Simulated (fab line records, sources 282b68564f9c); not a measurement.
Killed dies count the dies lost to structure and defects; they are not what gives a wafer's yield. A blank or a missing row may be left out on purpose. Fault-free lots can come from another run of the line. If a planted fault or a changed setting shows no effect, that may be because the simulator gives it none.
fab line records	flow rit_cmos
record lots=6	wafers=18	last_day=7
route steps=202 shown FOX2@24 NWELL@28 PWELL@39 M1@202
lots that met no fault: from a run of the same line without faults
start_h: the number of hours between the record's first day and the start of the first shown wafer of the lot	wait_h: how many hours have passed since the lot's step before this one	" identical to the entry in the row above	L1.1+2: one row covering several wafers at once	- no value present, or no start provided	* or withheld: withheld	< > ~ a bound
route shown NAME@n: NAME is a module with steps in the file, n the number in the route of the first one	usual: average and standard deviation across the fault-free wafers	same: alike in all rows	chamber/n: place in a boat	sites: readings site by site	_std_site: standard deviation across them	_edge_site: mean of outer sites minus mean of inner sites	radius_mm: for every site, how far away it sits from the centre of the wafer	mask NAME#n: copy n	behind: tool/chamber where the wafer was last shaped	hold: cause of the lot's hold/its duration in hours/its outcome	device: which transistor (n, p or np) failed to switch	end of line: tests run on the same wafers once the route is complete	a step with no rows: only its recipe	killed: at the first sort, the dies lost to defects and structure; wafer yield is something else	map: dies across one wafer; x = killed, . = not, _ = none there
set.NAME: the setting that was run; set.NAME@STEP: the one run at that earlier step	model.NAME: the simulator's own value behind a step, which no gauge read
certain route steps with their lots: each step a table, each wafer a row
services: from which hour (start_h, from the record's first day; less than 0 if before it) a tool's chamber was out of use, for how many hours, and why
## steps
# step RIT_FOX2_THK_MEAS_01
# recipe reads=SiO2_of_FOX2_OXIDATION_00
# usual FOX2_OXIDE_THK=353/5.9
lot.wafer	tool	chamber	start_h	wait_h	FOX2_OXIDE_THK[nm]
L303.1	film_metro-01	-	20.14	0.0	349
L303.3	"	-	"	"	351
L303.5	"	-	"	"	349
L312.1	film_metro-02	-	63.35	0.0	351
L312.2	"	-	"	"	355
L312.5	"	-	"	"	353
L313.1	film_metro-01	-	68.84	0.0	366
L313.2	"	-	"	"	359
L313.6	"	-	"	"	352
L316.1	film_metro-01	-	84.86	0.0	354
L316.2	"	-	"	"	348
L316.6	"	-	"	"	353
L319.2	film_metro-03	-	98.56	0.0	349
L319.4	"	-	"	"	356
L319.6	"	-	"	"	351
L324.1	film_metro-03	-	123.44	0.0	347
L324.3	"	-	"	"	348
L324.6	"	-	"	"	349
# step RIT_FOX2_CLEAN_02
# recipe chemistry=dHF	dilution=50:1	time_s=180
# step RIT_FOX2_WET_ETCH_03
# recipe chemistry=H3PO4	target=Si3N4	target_depth_nm=195	temp_c=165	time_s=2700
# step RIT_FOX2_THK_MEAS_90
# recipe reads=SiO2_of_FOX2_OXIDATION_00
# usual FIELD_OXIDE_LEFT_1_THK=325/6
lot.wafer	tool	chamber	start_h	wait_h	FIELD_OXIDE_LEFT_1_THK[nm]
L303.1	film_metro-01	-	21.02	0.0	322
L303.3	"	-	"	"	323
L303.5	"	-	"	"	322
L312.1	film_metro-03	-	64.23	0.0	323
L312.2	"	-	"	"	328
L312.5	"	-	"	"	325
L313.1	film_metro-01	-	69.72	0.0	339
L313.2	"	-	"	"	332
L313.6	"	-	"	"	324
L316.1	film_metro-03	-	86.49	0.0	328
L316.2	"	-	"	"	321
L316.6	"	-	"	"	326
L319.2	film_metro-03	-	99.44	0.0	322
L319.4	"	-	"	"	328
L319.6	"	-	"	"	324
L324.1	film_metro-03	-	124.31	0.0	321
L324.3	"	-	"	"	321
L324.6	"	-	"	"	322
# step RIT_NWELL_HMDS_00
# recipe prime_time_s=60	prime_temp_c=140
# step RIT_NWELL_COAT_01
# recipe resist=NOVOLAK	spin_rpm=2000	resist_thk_nm=1300
# step RIT_NWELL_SOFTBAKE_02
# recipe resist=NOVOLAK	temp_c=90	time_s=60
# step RIT_NWELL_EXPOSE_03
# recipe mask_id=M2	na=0.57	target_cd_nm=43900	dose_mj=250
# step RIT_NWELL_PEB_04
# recipe resist=NOVOLAK	temp_c=withheld	time_s=withheld
# step RIT_NWELL_DEVELOP_05
# recipe resist=NOVOLAK	develop_time_s=68	dev_temp_c=23
# step RIT_NWELL_OVL_MEAS_06
# usual NWELL_OVL=0.1/1.4
lot.wafer	tool	chamber	start_h	wait_h	NWELL_OVL[nm]
L303.1	overlay-02	-	22.38	-	2.1
L303.3	"	-	"	"	-0.8
L303.5	"	-	"	"	0.1
L312.1	overlay-01	-	65.29	-	-1.0
L312.2	"	-	"	"	0.1
L312.5	"	-	"	"	1.2
L313.1	overlay-02	-	70.99	-	1.0
L313.2	"	-	"	"	0.3
L313.6	"	-	"	"	-2.1
L316.1	overlay-01	-	87.43	-	-0.8
L316.2	"	-	"	"	-0.9
L316.6	"	-	"	"	0.1
L319.2	overlay-02	-	100.50	-	2.7
L319.4	"	-	"	"	4.3
L319.6	"	-	"	"	2.6
L324.1	overlay-01	-	125.28	-	-2.0
L324.3	"	-	"	"	-0.6
L324.6	"	-	"	"	-0.5
# step RIT_NWELL_HARDBAKE_07
# recipe resist=NOVOLAK	temp_c=140	time_s=120
# step RIT_NWELL_IMPLANT_08
# recipe species=P	energy_kev=170	dose_cm2=5e+13	tilt_deg=7
# usual beam_energy_keV=169.99/0.045	faraday_current_uA=159/3.4
lot.wafer	tool	chamber	start_h	wait_h	beam_energy_keV	faraday_current_uA	model.implant.rp_nm	model.implant.drp_nm
L303.1	implanter-01	0	22.66	0.2	169.92	158	218.5	68.82
L303.3	"	0	"	"	169.95	160	218.5	68.82
L303.5	"	0	"	"	169.99	159	218.5	68.82
L312.1	implanter-03	0	65.58	0.2	170.01	159	210.8	68.82
L312.2	"	0	"	"	169.99	161	210.8	68.82
L312.5	"	0	"	"	170.00	156	210.8	68.82
L313.1	implanter-03	0	71.28	0.2	152.96	161	198.2	63.67
L313.2	"	0	"	"	152.97	161	198.2	63.67
L313.6	"	0	"	"	152.92	160	198.2	63.67
L316.1	implanter-03	0	87.72	0.2	153.03	162	194.2	63.67
L316.2	"	0	"	"	153.03	162	194.2	63.67
L316.6	"	0	"	"	153.09	151	194.2	63.67
L319.2	implanter-04	0	100.80	0.2	170.03	161	217	68.82
L319.4	"	0	"	"	169.92	156	217	68.82
L319.6	"	0	"	"	170.00	157	217	68.82
L324.1	implanter-04	0	125.57	0.2	170.01	161	214.8	68.82
L324.3	"	0	"	"	169.99	161	214.8	68.82
L324.6	"	0	"	"	170.05	160	214.8	68.82
# step RIT_NWELL_STRIP_09
# recipe chemistry=O2	time_s=180	resist=NOVOLAK	platen_temp_c=withheld	power_w=500	pressure_mtorr=4000	o2_flow_sccm=4000
# usual drypump_motor_current_A=5.7/0.56
lot.wafer	tool	chamber	start_h	wait_h	drypump_motor_current_A	rf_hours_counter_h
L303.1	plasma_asher-02	1	22.81	0.1	5.8	38
L303.3	"	1	"	"	5.7	-
L303.5	"	1	"	"	5.8	-
L312.1	plasma_asher-02	0	65.73	0.1	6.4	43
L312.2	"	1	"	"	5.8	43
L312.5	"	0	"	"	6.4	-
L313.1	plasma_asher-01	0	71.43	0.1	5.1	43
L313.2	"	1	"	"	6.0	43
L313.6	"	0	"	"	5.1	-
L316.1	plasma_asher-02	0	87.87	0.1	6.5	45
L316.2	"	1	"	"	5.7	45
L316.6	"	0	"	"	6.5	-
L319.2	plasma_asher-02	0	100.93	0.1	6.5	47
L319.4	"	0	"	"	6.4	-
L319.6	"	0	"	"	6.5	-
L324.1	plasma_asher-02	0	125.72	0.1	6.5	50
L324.3	"	1	"	"	5.7	-
L324.6	"	0	"	"	6.4	-
# step RIT_NWELL_TW_MEAS_10
# usual NWELL_TW=2156/22
lot.wafer	tool	chamber	start_h	wait_h	hold	NWELL_TW
L303.1	film_metro-01	-	22.99	0.1	-	2115
L303.3	"	-	"	"	-	2123
L303.5	"	-	"	"	-	2107
L312.1	film_metro-02	-	65.90	0.1	-	2148
L312.2	"	-	"	"	-	2148
L312.5	"	-	"	"	-	2164
L313.1	film_metro-02	-	71.61	0.1	-	2097
L313.2	"	-	"	"	-	2088
L313.6	"	-	"	"	-	2114
L316.1	film_metro-01	-	88.04	0.1	await_dispo/0.2h/release	2075
L316.2	"	-	"	"	await_dispo/0.2h/release	2070
L316.6	"	-	"	"	await_dispo/0.2h/release	2066
L316.1	film_metro-01	-	88.27	0.2	-	2071
L316.2	"	-	"	"	-	2066
L316.6	"	-	"	"	-	2075
L319.2	film_metro-04	-	101.11	0.1	-	2166
L319.4	"	-	"	"	-	2157
L319.6	"	-	"	"	-	2173
L324.1	film_metro-04	-	125.90	0.1	-	2190
L324.3	"	-	"	"	-	2182
L324.6	"	-	"	"	-	2185
# step RIT_PWELL_HMDS_00
# recipe prime_time_s=60	prime_temp_c=140
# step RIT_M1_PROBE_99
# usual killed_at_contacts=0.1/0.24	killed_at_front_end=6.8/2.8	killed_dies=6.9/2.8	killed_open=3.3/1.9	killed_short=3.5/1.8
# same gross_dies=264	killed_at_M0_to_M3=0	killed_at_M4_up=0	killed_at_back_side=0	killed_at_other=0
lot.wafer	tool	chamber	start_h	wait_h	killed_at_contacts	killed_at_front_end	killed_dies	killed_open	killed_short	model.etest.field_p_metal.vt_v	model.etest.field_p.vt_v	model.etest.iso_nwell_nwell.bv_v	model.etest.pmos_narrow.vt_less_v
L303.1	prober-01	-	58.69	0.1	0	7	7	4	3	-29.91	-12.93	22.17	0.01971
L303.3	prober-01	-	58.79	0.2	0	11	11	6	5	-29.51	-12.89	22	0.02424
L303.5	prober-01	-	58.89	0.2	0	12	12	8	4	-29.73	-12.89	22.22	0.02134
L312.1	prober-02	-	105.10	0.1	0	9	9	3	6	-28.88	-12.45	22.14	0.02171
L312.2	prober-02	-	105.15	0.1	0	9	9	2	7	-28.17	-12.51	22.09	0.02213
L312.5	prober-02	-	105.30	0.2	0	6	6	4	2	-28.68	-12.39	22.14	0.02059
L313.1	prober-01	-	112.87	0.1	0	13	13	7	6	-27.3	-12.23	22.59	0.02361
L313.2	prober-01	-	112.92	0.1	0	8	8	4	4	-26.93	-12.03	22.23	0.02692
L313.6	prober-01	-	113.12	0.2	0	5	5	3	2	-27.3	-11.84	22.18	0.02616
L316.1	prober-02	-	125.05	0.1	0	10	10	3	7	-	-	-	-
L316.2	prober-02	-	125.10	0.1	0	8	8	2	6	-	-	-	-
L316.6	prober-02	-	125.30	0.2	0	6	6	4	2	-	-	-	-
L319.2	prober-02	-	140.10	0.1	0	7	7	5	2	-29.67	-12.75	22	0.02343
L319.4	prober-02	-	140.20	0.2	0	9	9	4	5	-29.42	-12.7	22.33	0.02473
L319.6	prober-02	-	140.30	0.2	1	6	7	1	6	-29.55	-12.74	21.76	0.02364
L324.1	prober-01	-	163.61	0.1	0	7	7	2	5	-29.35	-12.79	21.8	0.02156
L324.3	prober-01	-	163.71	0.2	0	8	8	4	4	-29.32	-12.74	22.09	0.02278
L324.6	prober-01	-	163.86	0.2	0	7	7	3	4	-29.62	-12.73	21.82	0.02667
# killed by level:class
L303.1 FOX1:geometric_particle:open=3 FOX1:geometric_particle:short=2 REOX:geometric_particle:open=1 SPACER:geometric_particle:short=1
L303.3 FOX1:geometric_particle:short=4 FOX1:geometric_particle:open=3 GATE:geometric_particle:open=2 SPACER:geometric_particle:short=1 SILICIDE:geometric_particle:open=1
L303.5 FOX1:geometric_particle:open=4 FOX1:geometric_particle:short=2 GATE:geometric_particle:open=2 FOX2:geometric_particle:open=1 GATE:geometric_particle:short=1 REOX:geometric_particle:short=1 SPACER:geometric_particle:open=1
L312.1 GATE:geometric_particle:open=3 SPACER:geometric_particle:short=3 GATE:geometric_particle:short=2 REOX:geometric_particle:short=1
L312.2 GATE:geometric_particle:short=3 SPACER:geometric_particle:short=2 SPACER:geometric_particle:open=2 FOX2:geometric_particle:short=1 REOX:geometric_particle:short=1
L312.5 GATE:geometric_particle:open=2 SPACER:geometric_particle:open=2 FOX1:geometric_particle:short=1 GATE:geometric_particle:short=1
L313.1 GATE:geometric_particle:short=3 REOX:geometric_particle:open=3 GATE:geometric_particle:open=2 REOX:geometric_particle:short=2 FOX1:geometric_particle:open=1 FOX2:geometric_particle:short=1 SPACER:geometric_particle:open=1
L313.2 GATE:geometric_particle:short=3 GATE:geometric_particle:open=2 SILICIDE:geometric_particle:open=2 REOX:geometric_particle:short=1
L313.6 FOX1:geometric_particle:short=1 FOX2:geometric_particle:open=1 SPACER:geometric_particle:short=1 GATE:geometric_particle:open=1 SPACER:geometric_particle:open=1
L316.1 GATE:geometric_particle:short=4 FOX1:geometric_particle:short=2 GATE:geometric_particle:open=2 FOX1:geometric_particle:open=1 REOX:geometric_particle:short=1
L316.2 GATE:geometric_particle:short=5 FOX1:geometric_particle:short=1 FOX1:geometric_particle:open=1 REOX:geometric_particle:open=1
L316.6 GATE:geometric_particle:open=3 GATE:geometric_particle:short=2 SPACER:geometric_particle:open=1
L319.2 GATE:geometric_particle:open=3 GATE:geometric_particle:short=2 FOX1:geometric_particle:open=1 SPACER:geometric_particle:open=1
L319.4 GATE:geometric_particle:short=4 FOX1:geometric_particle:open=2 GATE:geometric_particle:open=2 SPACER:geometric_particle:short=1
L319.6 SPACER:geometric_particle:short=2 FOX1:geometric_particle:short=1 GATE:geometric_particle:short=1 GATE:geometric_particle:open=1 SILICIDE:geometric_particle:short=1 CONTACT:geometric_particle:short=1
L324.1 GATE:geometric_particle:short=2 REOX:geometric_particle:short=2 FOX1:geometric_particle:open=1 GATE:geometric_particle:open=1 SILICIDE:geometric_particle:short=1
L324.3 GATE:geometric_particle:short=3 FOX1:geometric_particle:open=1 FOX2:geometric_particle:short=1 GATE:geometric_particle:open=1 REOX:geometric_particle:open=1 SPACER:geometric_particle:open=1
L324.6 REOX:geometric_particle:open=3 FOX1:geometric_particle:short=2 REOX:geometric_particle:short=1 SPACER:geometric_particle:short=1
## services
tool	chamber	start_h	hours	kind
implanter-03	-	4.27	13.8	pm
implanter-04	-	9.54	1.2	repair
implanter-03	-	19.57	8.0	pm
plasma_asher-01	-	22.10	1.8	repair
implanter-01	-	46.82	3.3	repair
implanter-04	-	61.84	4.6	repair
implanter-04	-	62.46	3.3	repair
implanter-01	-	63.66	3.1	pm
plasma_asher-01	-	85.33	2.8	pm
implanter-03	-	112.80	3.0	repair
## key
first_sign step=RIT_NWELL_IMPLANT_08	reading=beam_energy_keV	direction=down	sigmas=99+	usual=169.99	struck=153.00
effect step=RIT_NWELL_TW_MEAS_10	reading=visit	direction=added
model_effect step=RIT_NWELL_IMPLANT_08	value=implant.rp_nm	without=218.7	struck=196.2
model_effect step=RIT_M1_PROBE_99	value=etest.field_p_metal.vt_v	without=-29.63	struck=-27.18
met_at RIT_NWELL_IMPLANT_08
struck_wafers L313.1,L313.2,L313.6,L316.1,L316.2,L316.6
tester_left_out L313,L316
onset_between 65.58 71.28
fault kind=process_parameter_drift	tool=implanter-03	chamber=-	onset_h=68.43	steps=RIT_NWELL_IMPLANT_08	channel=energy_kev	offset=-17	shape=step	end_h=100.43	acts_in=these_recipes_only	stated=170
# tester_left_out: of these lots the tester's yield and bins aren't shown, on N5 and GAA mostly nor the transistor test; their killed dies are dies lost to structure and defects alone, not to doping, threshold or leakage, so they don't give the yield
